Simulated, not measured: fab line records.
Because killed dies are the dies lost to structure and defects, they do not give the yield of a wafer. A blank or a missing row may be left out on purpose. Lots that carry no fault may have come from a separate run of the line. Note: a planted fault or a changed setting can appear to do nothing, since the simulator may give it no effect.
A single fault, viewed from 2 desks | flow berkeleyCmos170 | numbers are kept per desk, each desk with only its own; the story behind them comes last

## THE METROLOGY DESK
What the gauges read for every lot (on any tool): the sampled wafers with a number, averaged. The brackets show how far a lot's mean lies from the usual mean; more than 4 standard deviations puts the lot out of limits, marked OUT.
Columns: A = cdNm at UCB170_CONTACT_CD_MEAS_15, usual 700.2 nm; B = CONTACT_OVL at UCB170_CONTACT_OVL_MEAS_16, usual 0 nm; C = cdNm at UCB170_CONTACT_CD_MEAS_90, usual 700.2 nm; D = M1_AL_RS at UCB170_M1_RS_MEAS_01, usual 0.0483 ohm/sq; E = M1_AL_THK at UCB170_M1_THK_MEAS_02, usual 604 nm; F = cdNm at UCB170_M1_CD_MEAS_09, usual 700.1 nm; G = M1_OVL at UCB170_M1_OVL_MEAS_10, usual -4 nm
lot  | first seen here | A     | B  | C     | D      | E   | F     | G
L162 | day 8 07:50     | 698.4 | 2  | 698.1 | 0.0476 | 615 | 699.6 | -10
L167 | day 9 03:23     | 702.5 | -1 | 701.9 | 0.0491 | 591 | 698.6 | -7
L169 | day 9 18:50     | 700.2 | 3  | 699.5 | 0.0479 | 608 | 700.0 | -5
L171 | day 9 19:05     | 698.7 | -5 | 698.8 | 0.0483 | 605 | 698.1 | -5
L173 | day 9 19:27     | 698.8 | -3 | 698.3 | 0.0477 | 610 | 701.8 | -4
L178 | day 11 14:13    | 701.3 | -1 | 700.8 | 0.0478 | 612 | 700.7 | -3
Finding of this desk: none of the 6 lots has anything out of limits.

## THE TOOL OWNER'S DESK: lithoTrack-01
The tool's own readings at UCB170_M1_COAT_04 (resist thk 900 nm): means of the sampled wafers that have a number, for each lot that ran on this tool. The brackets show how far a lot's mean lies from the usual mean; more than 4 standard deviations puts the lot out of limits, marked OUT.
Columns: A = spinSpeedRpm at UCB170_M1_COAT_04, usual 1500.0 rpm
lot  | first seen here | A
L167 | day 9 06:00     | 1499.6
L169 | day 9 20:00     | 1414.0 (-99 or more) OUT
L173 | day 9 21:00     | 1413.6 (-99 or more) OUT
Finding of this desk: L169, L173 out of limits; the first was L169 at day 9 20:00, on spinSpeedRpm at UCB170_M1_COAT_04. L167: within limits.

## BROUGHT TOGETHER
The tool owner's desk could have raised an alarm at day 9 20:00, on L169, L173.
From the metrology desk's view, nothing was out of limits.
The metrology desk holds a record of L169, L173, inside its limits.
On lithoTrack-01, each named lot ran UCB170_M1_COAT_04.

## WHAT THE SIMULATOR HAD INSERTED
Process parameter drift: lithoTrack-01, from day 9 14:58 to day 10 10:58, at UCB170_M1_COAT_04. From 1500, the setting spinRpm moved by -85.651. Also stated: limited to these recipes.
Lots struck among those shown: L169, L173.
Each desk's first reading out of limits, in hours after the fault started: the tool owner's desk, 5.
